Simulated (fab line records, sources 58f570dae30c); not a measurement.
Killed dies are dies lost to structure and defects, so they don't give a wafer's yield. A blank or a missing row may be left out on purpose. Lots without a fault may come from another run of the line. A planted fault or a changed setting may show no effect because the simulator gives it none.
Which tool did it? | flow berkeley_cmos170 | 15 lots, 45 wafers sampled, at 1 step of a route of 331

WHAT THE GAUGES READ, wafer by wafer
UCB170_NLDD_OVL_MEAS_07.
lot  | measured     | on         | NLDD_OVL (nm)
L408 | day 7 02:47  | overlay-02 | 13 18 8
L409 | day 7 18:23  | overlay-02 | 5 1 3
L412 | day 8 09:21  | overlay-01 | -7 0 2
L414 | day 8 17:40  | overlay-02 | 11 11 7
L415 | day 8 17:57  | overlay-01 | -2 -1 -2
L418 | day 9 00:04  | overlay-02 | -2 -7 -11
L416 | day 9 00:08  | overlay-01 | 0 -4 2
L419 | day 9 23:13  | overlay-01 | 7 1 2
L420 | day 9 23:31  | overlay-01 | 7 10 4
L421 | day 9 23:45  | overlay-02 | 2 1 1
L423 | day 10 16:16 | overlay-01 | 5 2 -3
L426 | day 11 04:29 | overlay-01 | 12 0 3
L425 | day 11 04:45 | overlay-02 | 3 1 4
L429 | day 11 23:55 | overlay-02 | 8 7 0
L431 | day 12 17:02 | overlay-02 | 5 12 5

WHICH TOOL RAN EACH LOT (tool, then ch and the chambers of the sampled wafers, then the start)
The record holds no process step before these readings.

WHAT THE TOOLS THEMSELVES READ (means of the sampled wafers that have a number; where no wafer has one, the mark that the record gives instead)
The record holds no such reading with a usual standard deviation.

THE ANSWER, worked out from the rows above alone
Rule: what is usual is taken from the lots themselves. Put in order of their means at a reading, lots are off if they are a third of the lots or fewer, leave a main group of 4 or more, and stand apart from it by a gap of 3 or more times the standard deviation of the main group's means; of several such gaps the widest counts. A main group whose means are all the same, to the digits that the tables above print for the reading, isn't used. A lot without any number at a reading at which 4 lots or more have one is off too. The other lots that the step has rows for count as sound. The gauges are gone through in route order, then the tools' own readings, and for those a lot's mean is taken as printed above. The first step at which some lot is off is used, and at that step the reading that is off furthest; a lot without a number counts as furthest.
No lot is off at any reading shown: from this, nothing can be told.

WHAT THE SIMULATOR HAD PUT IN
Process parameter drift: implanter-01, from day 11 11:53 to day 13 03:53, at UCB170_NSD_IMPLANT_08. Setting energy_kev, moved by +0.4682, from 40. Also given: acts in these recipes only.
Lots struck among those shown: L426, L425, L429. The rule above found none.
